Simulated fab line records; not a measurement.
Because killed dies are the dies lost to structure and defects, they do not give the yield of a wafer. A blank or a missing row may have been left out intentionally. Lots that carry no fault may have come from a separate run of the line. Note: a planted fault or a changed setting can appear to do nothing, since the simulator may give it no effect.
Struck lot and sound lot, side by side -- flow rit_cmos -- 43 out of 202 route steps
Sound: these wafers, L412.2, L412.5, L412.6. Wafers L409.3, L409.4, L409.5 were the ones struck. The cause is given at the end.
Each step with rows lists, per side, the tool, then ch with its chambers, then its first start. Under that, the readings that differ: sound wafers -- struck wafers -- difference of the means -- sigmas: that difference in standard deviations of wafers without a fault.
alike: same words and numbers on both sides, and readings whose means sit less than 2 such deviations apart. not compared: any withheld reading, any reading some wafer has no value for, any bound like >300 that may hide the same value, and any number with overlapping values for which the record gives no deviation.
The two part at a step that has a row with sigmas, a row that says differs or no value, or rows on one side only. Numbers that have no deviation but don't overlap get no sigmas and don't part them. Lack of a reading on every wafer of one side parts them only where that side has two or more wafers.

first, 3 steps without rows for these wafers: RIT_PRETRO_EXPOSE_03 (exposes mask M5, target cd 43700 nm); RIT_PRETRO_PEB_04; RIT_PRETRO_DEVELOP_05 (develop time 68 s).
RIT_PRETRO_OVL_MEAS_06:
  struck on overlay-02, day 5 06:26; sound on overlay-02, day 5 20:55
  alike: PRETRO_OVL
then, 2 steps without rows for these wafers: RIT_PRETRO_HARDBAKE_07 (time 120 s); RIT_PRETRO_IMPLANT_08.
RIT_PRETRO_STRIP_09: strips in O2, time 180 s.
  sound on plasma_asher-03 ch 0,1, day 5 21:21; struck on plasma_asher-01 ch 0,1, day 5 07:04
  alike: drypump_motor_current_A
  not compared: rf_hours_counter_h
RIT_PRETRO_TW_MEAS_10:
  struck on film_metro-04, day 5 07:11; sound on film_metro-03, day 5 21:32
  alike: PRETRO_TW
then, 4 steps without rows for these wafers: RIT_GATE_WET_ETCH_00 (etches SiO2 in BOE, target depth 56 nm, time 60 s); RIT_GATE_CLEAN_01 (cleans in SC1, time 600 s); RIT_GATE_CLEAN_02 (cleans in dHF, time 30 s); RIT_GATE_CLEAN_03 (cleans in SC2, time 600 s).
RIT_GATE_CLEAN_04: cleans in dHF, time 60 s.
  sound on wet_bench-02 ch 3, day 5 22:09; struck on wet_bench-03 ch 1, day 5 07:38
RIT_FOX2_THK_MEAS_91:
  struck on film_metro-03, day 5 07:40; sound on film_metro-03, day 5 22:11
  alike: FIELD_OXIDE_LEFT_2_THK
then, 2 steps without rows for these wafers: RIT_GATE_OXIDATION_05 (target thk 3 nm, ox time 270 s); RIT_GATE_ANNEAL_06 (time 600 s).
RIT_GATE_THK_MEAS_07:
  struck on film_metro-03, day 5 10:03; sound on film_metro-01, day 6 00:08
  alike: GATE_OXIDE_THK
then, 1 step without rows for these wafers: RIT_GATE_CVD_08 (deposits poly-Si from SiH4, target thk 250 nm, time 2220 s).
RIT_GATE_THK_MEAS_09:
  struck on film_metro-01, day 5 11:44; sound on film_metro-02, day 6 03:05
  alike: GATE_POLY_THK
then, 6 steps without rows for these wafers: RIT_GATE_HMDS_10 (prime time 60 s); RIT_GATE_COAT_11 (resist thk 850 nm); RIT_GATE_SOFTBAKE_12 (time 60 s); RIT_GATE_EXPOSE_13 (exposes mask M6, target cd 150 nm); RIT_GATE_PEB_14; RIT_GATE_DEVELOP_15 (develop time 50 s).
RIT_GATE_CD_MEAS_16: target cd 150 nm.
  struck on cd_sem-01, day 5 12:47; sound on cd_sem-02, day 6 04:01
  alike: cd_nm
RIT_GATE_OVL_MEAS_17:
  struck on overlay-01, day 5 12:53; sound on overlay-02, day 6 04:07
  alike: GATE_OVL
then, 1 step without rows for these wafers: RIT_GATE_HARDBAKE_18 (time 60 s).
RIT_GATE_ETCH_19: etches poly-Si in SF6/CHF3/O2, stops on SiO2, time 165 s, target depth 312.5 nm.
  sound on rie_si-02 ch 1,2,3, day 6 04:18; struck on rie_si-01 ch 0,2,3, day 5 13:03
  alike: drypump_motor_current_A, oes_product_au, throttle_valve_pct
  not compared: rf_hours_counter_h
RIT_GATE_STRIP_20: strips in O2, time 180 s.
  sound on plasma_asher-04 ch 0,1, day 6 04:25; struck on plasma_asher-03 ch 0,1, day 5 13:13
  alike: drypump_motor_current_A
  not compared: rf_hours_counter_h
RIT_GATE_CD_MEAS_90: target cd 150 nm.
  struck on cd_sem-02, day 5 13:23; sound on cd_sem-02, day 6 04:36
  alike: cd_nm
then, 4 steps without rows for these wafers: RIT_REOX_CLEAN_00 (cleans in SC1, time 600 s); RIT_REOX_CLEAN_01 (cleans in dHF, time 30 s); RIT_REOX_CLEAN_02 (cleans in SC2, time 600 s); RIT_REOX_OXIDATION_03 (target thk 25.2 nm, ox time 5580 s).
RIT_REOX_THK_MEAS_04:
  struck on film_metro-04, day 5 16:25; sound on film_metro-01, day 6 07:38
  alike: REOX_OXIDE_THK
then, 6 steps without rows for these wafers: RIT_NLDD_HMDS_00 (prime time 60 s); RIT_NLDD_COAT_01 (resist thk 1000 nm); RIT_NLDD_SOFTBAKE_02 (time 60 s); RIT_NLDD_EXPOSE_03 (exposes mask M7, target cd 40700 nm); RIT_NLDD_PEB_04; RIT_NLDD_DEVELOP_05 (develop time 50 s).
RIT_M1_PROBE_99:
  struck on prober-02, day 6 09:31; sound on prober-01, day 7 02:01
reading,sound,struck,difference,sigmas
killed_at_front_end,9 6 8,27 27 33,+21,+6
killed_dies,9 6 8,27 27 33,+21,+6
  alike: killed_at_contacts, killed_open, killed_short

WHERE THEY PART
Only at RIT_M1_PROBE_99, as far as this record shows.

WHY: what the simulator had put in
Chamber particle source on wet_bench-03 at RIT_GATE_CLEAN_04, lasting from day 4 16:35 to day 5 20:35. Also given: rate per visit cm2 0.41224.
